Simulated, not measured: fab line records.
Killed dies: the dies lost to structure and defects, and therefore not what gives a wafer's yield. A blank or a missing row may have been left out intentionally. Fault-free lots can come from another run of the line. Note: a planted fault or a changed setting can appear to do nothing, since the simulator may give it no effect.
Struck lot and sound lot, side by side    flow rit_cmos    19 steps out of a route of 202
Sound: the wafers L967.2, L967.3, L967.5. The struck wafers were L973.2, L973.3, L973.6. The cause is given at the end.
Order at every step that has rows: each side's tool, ch and its chambers, its first start. Under that, the readings that differ: sound wafers    struck wafers    difference of the means    sigmas: that difference in standard deviations of wafers without a fault.
alike: same words and numbers on both sides, and readings whose means sit less than 2 such deviations apart. not compared: any withheld reading, any reading some wafer has no value for, any bound like >300 that may hide the same value, and any number with overlapping values for which the record gives no deviation.
Wherever a step has rows on one side only, a row that says differs or no value, or a row with sigmas, the two part there. When numbers do not overlap yet have no deviation, they are printed without sigmas and do not part them. A reading that every wafer of one side lacks parts them only if that side has two wafers or more.

first, 4 steps without rows for these wafers: RIT_PSD_SOFTBAKE_02 (time 60 s); RIT_PSD_EXPOSE_03 (exposes mask M10, target cd 40900 nm); RIT_PSD_PEB_04; RIT_PSD_DEVELOP_05 (develop time 50 s).
RIT_PSD_OVL_MEAS_06:
  sound on overlay-01, day 4 16:43; struck on overlay-02, day 5 22:39
  alike: PSD_OVL
then, 2 steps without rows for these wafers: RIT_PSD_HARDBAKE_07 (time 60 s); RIT_PSD_IMPLANT_08.
RIT_PSD_STRIP_09: strips in O2, time 180 s.
  sound on plasma_asher-03 ch 0,1, day 4 17:03; struck on plasma_asher-04 ch 0,1, day 5 22:59
  alike: drypump_motor_current_A
  not compared: rf_hours_counter_h
RIT_PSD_TW_MEAS_10:
  sound on film_metro-02, day 4 17:14; struck on film_metro-01, day 5 23:10
reading  sound           struck          difference  sigmas
PSD_TW   3437 3455 3458  3326 3334 3330  -120        -2
then, 3 steps without rows for these wafers: RIT_SDANNEAL_CLEAN_00 (cleans in SC1, time 600 s); RIT_SDANNEAL_CLEAN_01 (cleans in dHF, time 30 s); RIT_SDANNEAL_CLEAN_02 (cleans in SC2, time 600 s).
RIT_SDANNEAL_RTA_03: time 5 s.
  sound on rtp_anneal-02 ch 0, day 4 17:43; struck on rtp_anneal-02 ch 0, day 5 23:38
reading           sound                 struck             difference  sigmas
wafer_temp_C_max  1052.1 1053.3 1053.4  988.0 988.0 988.8  -64.7       -54
RIT_SDANNEAL_RS_MEAS_04: the measuring method here is four-point-probe.
  sound on film_metro-04, day 4 17:47; struck on film_metro-01, day 5 23:43
reading          sound                 struck                difference  sigmas
PSD_RS (ohm/sq)  115.96 115.99 115.66  165.72 165.98 166.08  +50.06      +99 or more
RIT_SDANNEAL_RS_MEAS_05: the measuring method here is four-point-probe.
  sound on film_metro-04, day 4 17:54; struck on film_metro-01, day 5 23:50
reading          sound              struck             difference  sigmas
NSD_RS (ohm/sq)  84.99 84.79 84.74  87.16 86.80 86.51  +1.98       +7
RIT_SDANNEAL_RS_MEAS_06: the measuring method here is four-point-probe.
  sound on film_metro-04, day 4 18:01; struck on film_metro-01, day 5 23:57
reading           sound              struck             difference  sigmas
PLDD_RS (ohm/sq)  178.7 178.2 178.8  246.0 246.3 246.6  +67.7       +99 or more
RIT_SDANNEAL_RS_MEAS_07: the measuring method here is four-point-probe.
  sound on film_metro-04, day 4 18:08; struck on film_metro-01, day 6 00:04
reading           sound              struck             difference  sigmas
NLDD_RS (ohm/sq)  151.7 151.7 151.3  153.7 153.8 154.0  +2.3        +4
then, 1 step without rows for these wafers: RIT_SILICIDE_WET_ETCH_00 (etches SiO2 in BOE, target depth 14 nm, time 15 s).
RIT_M1_PROBE_99:
  sound on prober-01, day 5 01:16; struck on prober-01, day 6 07:22
reading                              sound              struck             difference  sigmas
model.etest.pmos_turned.r_on_ohm_um  3667 3692 3642     4857 4814 4664     +1111       
model.etest.pmos_0p3.r_on_ohm_um     6429 6458 6393     7335 7394 7139     +863        
model.etest.pmos_0p15.r_on_ohm_um    2902 2912 2891     3584 3610 3462     +650        
model.etest.pldd.rs_ohm_sq           583 589.2 586.1    628.9 630.4 617.1  +39.4       
model.etest.nmos_0p3.r_on_ohm_um     2133 2128 2125     2338 2362 2277     +197        
model.etest.pmos_turned.drive_ua_um  174.8 170.3 174.2  120.6 119.1 126.4  -51.1       
model.etest.nmos_0p15.r_on_ohm_um    1122 1127 1109     1232 1220 1190     +95         
model.etest.nmos_0p15.drive_ua_um    469.4 467.2 472.7  402.3 399.9 421.8  -61.8       
  alike: killed_at_contacts, killed_at_front_end, killed_dies, killed_open, killed_short

== WHERE THEY PART ==
Last at RIT_SDANNEAL_RS_MEAS_07 as far as this record goes, first at RIT_PSD_TW_MEAS_10. Later steps at which nothing parts them and some readings are alike: RIT_M1_PROBE_99.

WHY: what the simulator had put in
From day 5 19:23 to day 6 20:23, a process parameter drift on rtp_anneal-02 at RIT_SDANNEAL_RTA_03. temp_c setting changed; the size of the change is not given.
